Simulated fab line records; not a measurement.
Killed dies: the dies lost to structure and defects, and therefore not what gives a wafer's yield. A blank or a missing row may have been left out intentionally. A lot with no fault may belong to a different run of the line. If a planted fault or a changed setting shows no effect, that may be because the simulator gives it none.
2 desks, one fault + flow berkeley_cmos170 + every desk sees just its own numbers, and what lay behind them comes last

## AT THE METROLOGY DESK
Lot by lot, what the gauges showed, no matter which tool ran the lot: averages of those sampled wafers that carry a number. A lot is out of limits, marked OUT, if its mean lies more than 4 standard deviations from the usual mean; the brackets give that distance.
Columns: A = M1_AL_RS at UCB170_M1_RS_MEAS_01, usual 0.0499 ohm/sq; B = M1_AL_THK at UCB170_M1_THK_MEAS_02, usual 583 nm; C = cd_nm at UCB170_M1_CD_MEAS_09, usual 699.8 nm; D = M1_OVL at UCB170_M1_OVL_MEAS_10, usual -1 nm
| lot  | first seen here | A      | B   | C     | D  |
|------|-----------------|--------|-----|-------|----|
| L190 | day 8 08:40     | 0.0506 | 574 | 699.5 | 2  |
| L201 | day 10 08:44    | 0.0502 | 579 | 699.8 | -4 |
| L202 | day 10 09:06    | 0.0497 | 585 | 700.6 | -4 |
| L207 | day 11 19:39    | 0.0499 | 584 | 698.2 | -7 |
| L210 | day 12 10:05    | 0.0495 | 590 | 699.6 | 5  |
| L212 | day 12 12:11    | 0.0495 | 590 | 698.9 | 2  |
This desk's finding: nothing out of limits on any of the 6 lots.

## AT THE TOOL OWNER'S DESK: rie_metal-04
The tool's own readings at UCB170_M1_METAL_ETCH_12 (etches Al in Cl2/BCl3, stops on PSG, target depth 780 nm, time 130 s): means of the sampled wafers that have a number, for each lot that ran on this tool. A lot is out of limits, marked OUT, if its mean lies more than 4 standard deviations from the usual mean; the brackets give that distance.
Columns: A = chamber_pressure_mTorr at UCB170_M1_METAL_ETCH_12, usual 12.001 mTorr; B = drypump_motor_current_A at UCB170_M1_METAL_ETCH_12, usual 5.6 A; C = mfc_cl2_sccm at UCB170_M1_METAL_ETCH_12, usual 89.97 sccm; D = oes_product_au at UCB170_M1_METAL_ETCH_12, usual 0.846 a.u.; E = throttle_valve_pct at UCB170_M1_METAL_ETCH_12, usual 24.43 %
| lot  | first seen here | A      | B   | C     | D     | E     |
|------|-----------------|--------|-----|-------|-------|-------|
| L190 | day 8 10:14     | 12.006 | 5.8 | 90.06 | 0.839 | 24.36 |
| L201 | day 10 10:17    | 12.003 | 6.0 | 89.94 | 0.848 | 24.37 |
| L207 | day 11 20:52    | 11.996 | 5.8 | 89.69 | 0.873 | 24.34 |
| L210 | day 12 11:19    | 12.002 | 6.0 | 89.58 | 0.888 | 24.37 |
This desk's finding: nothing out of limits on any of the 4 lots.

## PUT TOGETHER
The metrology desk saw nothing out of limits.
The tool owner's desk saw nothing out of limits.

## WHAT HAD BEEN PUT IN BY THE SIMULATOR
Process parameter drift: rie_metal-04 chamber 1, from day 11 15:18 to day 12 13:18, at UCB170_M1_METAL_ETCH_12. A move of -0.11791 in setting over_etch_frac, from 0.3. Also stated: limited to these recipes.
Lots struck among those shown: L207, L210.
